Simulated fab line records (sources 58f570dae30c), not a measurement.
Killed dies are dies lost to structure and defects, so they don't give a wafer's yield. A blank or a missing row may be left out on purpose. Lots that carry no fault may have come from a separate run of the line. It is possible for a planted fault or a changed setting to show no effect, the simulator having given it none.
Which tool is to blame?    flow berkeleyCmos170    42 wafers from 14 lots sampled at 6 of the route's 331 steps

## WHAT THE GAUGES READ, wafer by wafer
UCB170_ACTIVE_THK_MEAS_06. Usual: ACTIVE_NITRIDE_THK typically reads 218.4 nm, with standard deviation 2.
lot   measured     on            ACTIVE_NITRIDE_THK (nm)  flag
L953  day 5 01:32  filmMetro-04  222.2 221.2 220.3        
L954  day 5 07:01  filmMetro-03  218.7 218.2 219.1        
L955  day 5 17:08  filmMetro-02  219.5 219.1 219.9        
L956  day 5 17:08  filmMetro-04  220.0 221.1 220.3        
L957  day 5 17:09  filmMetro-03  217.7 219.2 218.0        
L958  day 6 01:08  filmMetro-02  215.9 214.9 216.9        
L959  day 6 01:06  filmMetro-02  217.3 218.9 219.9        
L961  day 6 01:05  filmMetro-04  219.6 219.8 218.3        
L963  day 7 12:52  filmMetro-03  440.6 440.5 440.2        OFF
L964  day 7 09:37  filmMetro-04  218.7 218.4 218.1        
L967  day 7 17:26  filmMetro-03  216.4 219.6 218.1        
L973  day 8 19:19  filmMetro-03  434.6 434.6 434.2        OFF
L975  day 9 15:08  filmMetro-02  214.6 213.0 214.6        
L976  day 9 22:23  filmMetro-03  219.9 219.1 218.2        

UCB170_PVT_TW_MEAS_09. Usual: PVT_TW typically reads 505, with standard deviation 5.5.
lot   measured      on            PVT_TW       flag
L953  day 7 00:53   filmMetro-02  507 507 505  
L954  day 7 07:44   filmMetro-04  513 515 512  
L955  day 7 15:19   filmMetro-02  506 507 509  
L956  day 7 15:35   filmMetro-04  512 511 512  
L957  day 7 15:42   filmMetro-01  498 500 503  
L958  day 7 22:53   filmMetro-04  513 512 513  
L959  day 7 22:07   filmMetro-02  507 505 508  
L961  day 7 22:02   filmMetro-04  511 511 513  
L964  day 8 22:35   filmMetro-01  501 499 500  
L967  day 9 09:22   filmMetro-04  509 509 505  
L975  day 11 08:09  filmMetro-01  498 498 497  
L976  day 11 20:23  filmMetro-01  496 496 497  

UCB170_GATE_OVL_MEAS_13. Usual: GATE_OVL typically reads -1 nm, with standard deviation 5.5.
lot   measured      on          GATE_OVL (nm)  flag
L953  day 7 15:37   overlay-02  2 1 -3         
L954  day 7 20:19   overlay-01  -5 -1 2        
L955  day 8 01:58   overlay-02  1 -3 3         
L956  day 8 02:20   overlay-02  7 -3 4         
L957  day 8 02:05   overlay-01  1 -1 7         
L958  day 8 12:35   overlay-02  -2 -2 -3       
L959  day 8 12:33   overlay-01  -1 -1 -2       
L961  day 8 12:16   overlay-01  9 7 3          
L964  day 9 13:19   overlay-02  -1 -1 -4       
L967  day 10 02:44  overlay-02  -14 -9 -9      
L975  day 12 00:11  overlay-01  2 -1 -3        
L976  day 12 11:24  overlay-01  0 4 5          

## WHAT TOOL EACH LOT RAN ON (gives the tool, then ch and the chambers of the sampled wafers, and finally the start)
lot   UCB170_ACTIVE_CVD_05        UCB170_ACTIVE_ETCH_15             UCB170_PFIELD_STRIP_08
L953  lpcvd-01 ch 1, day 4 23:36  rieDiel-01 ch 1,2, day 5 03:01    plasmaAsher-02 ch 0,1, day 5 05:01
L954  lpcvd-02 ch 1, day 5 05:01  rieDiel-02 ch 1,2,3, day 5 08:32  plasmaAsher-02 ch 0,1, day 5 10:15
L955  lpcvd-01 ch 0, day 5 15:13  rieDiel-01 ch 1,2,3, day 5 18:28  plasmaAsher-04 ch 0,1, day 5 20:19
L956  lpcvd-01 ch 0, day 5 15:13  rieDiel-03 ch 0,1,3, day 5 18:35  plasmaAsher-04 ch 0,1, day 5 20:36
L957  lpcvd-01 ch 1, day 5 15:13  rieDiel-02 ch 0,3, day 5 18:56    plasmaAsher-02 ch 0,1, day 5 20:50
L958  lpcvd-01 ch 1, day 5 23:10  rieDiel-03 ch 0,3, day 6 03:15    plasmaAsher-04 ch 0,1, day 6 05:15
L959  lpcvd-01 ch 1, day 5 23:10  rieDiel-01 ch 2,3, day 6 02:52    plasmaAsher-04 ch 0,1, day 6 05:00
L961  lpcvd-01 ch 0, day 5 23:10  rieDiel-02 ch 1,2,3, day 6 03:02  plasmaAsher-02 ch 0,1, day 6 05:11
L963  lpcvd-02 ch 0, day 7 07:41  rieDiel-01 ch 0,1,3, day 7 14:14  -
L964  lpcvd-02 ch 1, day 7 07:41  rieDiel-01 ch 1,2,3, day 7 11:28  plasmaAsher-04 ch 0,1, day 7 14:02
L967  lpcvd-01 ch 1, day 7 15:31  rieDiel-03 ch 0,1,3, day 7 18:37  plasmaAsher-02 ch 0,1, day 7 21:20
L973  lpcvd-02 ch 0, day 8 15:14  rieDiel-03 ch 2,3, day 8 21:05    -
L975  lpcvd-01 ch 1, day 9 13:13  rieDiel-02 ch 1,2,3, day 9 16:50  plasmaAsher-03 ch 0,1, day 9 18:48
L976  lpcvd-01 ch 1, day 9 20:28  rieDiel-03 ch 0,2, day 10 00:19   plasmaAsher-03 ch 0,1, day 10 03:13
- UCB170_ACTIVE_CVD_05: deposits Si3N4 from SiH2Cl2/NH3, target thk 220 nm, time 3300 s.
- UCB170_ACTIVE_ETCH_15: etches Si3N4 in CH3F/Ar/O2, stops on SiO2, target depth 242 nm, time 151 s.
- UCB170_PFIELD_STRIP_08: strips in O2.

## WHAT THE TOOLS THEMSELVES READ (means of the sampled wafers that have a number; where no wafer has one, the mark that the record gives instead)
UCB170_ACTIVE_CVD_05. Usual: nh3FlowSccm reads 75.01 sccm (standard deviation 0.21).
lot   tool      nh3FlowSccm (sccm)  flag
L953  lpcvd-01  75.18               
L954  lpcvd-02  75.00               
L955  lpcvd-01  75.05               
L956  lpcvd-01  75.14               
L957  lpcvd-01  75.08               
L958  lpcvd-01  74.63               
L959  lpcvd-01  75.08               
L961  lpcvd-01  75.08               
L963  lpcvd-02  75.10               
L964  lpcvd-02  75.10               
L967  lpcvd-01  75.15               
L973  lpcvd-02  75.08               
L975  lpcvd-01  75.16               
L976  lpcvd-01  74.92               

UCB170_ACTIVE_ETCH_15. Usual: CH3F_flow_sccm 20.01 sccm, standard deviation 0.06; drypumpMotorCurrentA 5.6 A, standard deviation 0.52; oesProductAu 0.935 a.u., standard deviation 0.018; rfFwdPowerW 448.1 W, standard deviation 1.3; throttleValvePct 8.07 %, standard deviation 0.1.
lot   tool        CH3F_flow_sccm (sccm)  drypumpMotorCurrentA (A)  oesProductAu (a.u.)  rfFwdPowerW (W)  throttleValvePct (%)  flag
L953  rieDiel-01  20.08                  5.6                       0.945                449.0            8.15                  
L954  rieDiel-02  19.99                  5.3                       0.933                448.7            8.15                  
L955  rieDiel-01  19.99                  6.0                       0.942                448.2            8.14                  
L956  rieDiel-03  19.95                  5.4                       0.925                447.0            8.00                  
L957  rieDiel-02  20.04                  4.9                       0.934                448.7            8.09                  
L958  rieDiel-03  19.96                  5.7                       0.915                446.7            7.95                  
L959  rieDiel-01  19.96                  6.2                       0.934                448.8            8.18                  
L961  rieDiel-02  19.97                  5.3                       0.933                446.2            8.14                  
L963  rieDiel-01  19.98                  5.8                       1.008                448.6            8.08                  OFF
L964  rieDiel-01  19.96                  6.0                       0.934                447.1            8.15                  
L967  rieDiel-03  20.02                  5.4                       0.921                447.9            8.00                  
L973  rieDiel-03  20.05                  5.8                       1.004                448.1            7.92                  OFF
L975  rieDiel-02  19.96                  5.3                       0.912                448.0            8.14                  
L976  rieDiel-03  20.03                  5.5                       0.937                448.4            7.90                  

UCB170_PFIELD_STRIP_08. Usual: drypumpMotorCurrentA 5.5 A, standard deviation 0.32; oesProductAu 0.735 a.u., standard deviation 0.0047; stripTimeToEndpointS 21.65 s, standard deviation 0.066.
lot   tool            drypumpMotorCurrentA (A)  oesProductAu (a.u.)  stripTimeToEndpointS (s)  flag
L953  plasmaAsher-02  5.6                       0.729                21.62                     
L954  plasmaAsher-02  5.6                       0.736                21.59                     
L955  plasmaAsher-04  5.2                       0.733                21.66                     
L956  plasmaAsher-04  5.2                       0.735                21.60                     
L957  plasmaAsher-02  5.6                       0.732                21.68                     
L958  plasmaAsher-04  5.2                       0.732                21.59                     
L959  plasmaAsher-04  5.1                       0.736                21.68                     
L961  plasmaAsher-02  5.5                       0.730                21.58                     
L964  plasmaAsher-04  5.1                       0.734                21.59                     
L967  plasmaAsher-02  5.6                       0.741                21.72                     
L975  plasmaAsher-03  6.0                       0.732                21.69                     
L976  plasmaAsher-03  5.9                       0.738                21.68                     

## THE ANSWER, worked out from the rows above alone
Rule: a lot counts as off when the mean over its wafers that have a number is more than 3 standard deviations away from the usual mean. Also off: a lot with no number at a reading for which 4 or more lots have one. All remaining lots with rows at the step are treated as sound. First the gauges in route order, then the tools' own readings, where a lot's mean is used as printed above. At the first step where some lot is off, the reading lying furthest off is the one used; lots without a number count as furthest.
Off: L963, L973, at UCB170_ACTIVE_THK_MEAS_06 (ACTIVE_NITRIDE_THK).
A tool fits if, at a process step before that reading, it ran every lot that is off, and no sound lot after the first of them. The gauges at UCB170_ACTIVE_THK_MEAS_06 aren't tried: what is off there is off at UCB170_ACTIVE_ETCH_15 too, on other tools, and a gauge's error can't cause that. One candidate fits, namely lpcvd-02 at UCB170_ACTIVE_CVD_05. Its last sound lot is L964 (day 7 07:41), its first lot that is off L963 (day 7 07:41): a fault that began between those two fits.

## WHAT THE SIMULATOR HAD PUT IN
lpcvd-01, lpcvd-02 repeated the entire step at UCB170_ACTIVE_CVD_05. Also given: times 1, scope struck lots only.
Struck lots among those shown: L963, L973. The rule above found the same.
